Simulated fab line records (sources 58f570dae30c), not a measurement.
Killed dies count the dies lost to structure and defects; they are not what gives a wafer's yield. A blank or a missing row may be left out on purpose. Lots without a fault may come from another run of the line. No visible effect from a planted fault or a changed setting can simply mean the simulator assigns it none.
A struck lot beside a sound one :: flow berkeley cmos170 :: 14 out of 331 route steps
Sound: these wafers, L461.1, L461.2, L461.6. Wafers struck: L470.1, L470.5, L470.6. The cause is named last.
For every step that has rows: the tool of each side, followed by ch and its chambers, followed by its first start. Under that, the readings that differ: sound wafers :: struck wafers :: difference of the means :: sigmas: that difference in standard deviations of wafers without a fault.
alike: same words and numbers on both sides, and readings whose means sit less than 2 such deviations apart. not compared: any withheld reading, any reading some wafer has no value for, any bound like >300 that may hide the same value, and any number with overlapping values for which the record gives no deviation.
A row with sigmas, a row that says differs or no value, or rows on one side alone: a step with any of these is where the two part. When numbers do not overlap yet have no deviation, they are printed without sigmas and do not part them. A reading that every wafer of one side lacks parts them only if that side has two wafers or more.

UCB170_ZERO_ETCH_06: etches SiO2 in CHF3/CF4/Ar, time 12 s.
  sound on rie diel-04 ch 0,1,2, day 2 12:28; struck on rie diel-03 ch 0,1,2, day 4 02:49
  alike: CHF3_flow_sccm, drypump motor current A, oes product au, throttle valve pct
  not compared: rf hours counter h
UCB170_ZERO_STRIP_07: strips in O2.
  sound on plasma asher-01 ch 0,1, day 2 12:29; struck on plasma asher-04 ch 0,1, day 4 02:51
  alike: drypump motor current A, oes product au, strip time to endpoint s
  not compared: rf hours counter h
then, 2 steps without rows for these wafers: UCB170_NWELL_WET_ETCH_00 (etches SiO2 in dHF, time 200 s); UCB170_NWELL_OXIDATION_01 (target thk 26.4 nm, ox time 1260 s).
UCB170_NWELL_THK_MEAS_02:
  struck on film metro-01, day 4 04:44; sound on film metro-02, day 2 21:02
reading: NWELL_OXIDE_THK (nm)
sound: 27.4 27.2 27.4
struck: 25.5 25.8 25.6
difference: -1.7
sigmas: -4
then, 2 steps without rows for these wafers: UCB170_NWELL_ANNEAL_03 (time 900 s); UCB170_NWELL_CVD_04 (deposits Si3N4 from SiH2Cl2/NH3, target thk 224 nm, time 3360 s).
UCB170_NWELL_THK_MEAS_05:
  struck on film metro-01, day 4 09:17; sound on film metro-02, day 3 03:43
  alike: NWELL_NITRIDE_THK
then, 4 steps without rows for these wafers: UCB170_NWELL_HMDS_06 (prime time 60 s); UCB170_NWELL_COAT_07 (resist thk 900 nm); UCB170_NWELL_SOFTBAKE_08 (time 60 s); UCB170_NWELL_EXPOSE_09 (exposes mask NWELL, target cd 3000 nm).
UCB170_NWELL_PEB_10:
  struck on litho track-04, day 4 10:44; sound on litho track-01 ch 0, day 3 04:38
  no value came back on the struck wafers for chill plate temp C (C), exhaust pa (Pa); on the sound wafers chill plate temp C (C) reads 22.94 22.91 22.91
then, 1 step without rows for these wafers: UCB170_NWELL_DEVELOP_11 (develop time 45 s).

## WHERE THEY PART
At UCB170_NWELL_THK_MEAS_02 first; at UCB170_NWELL_PEB_10 last (within this record only).

WHY: what the simulator had put in
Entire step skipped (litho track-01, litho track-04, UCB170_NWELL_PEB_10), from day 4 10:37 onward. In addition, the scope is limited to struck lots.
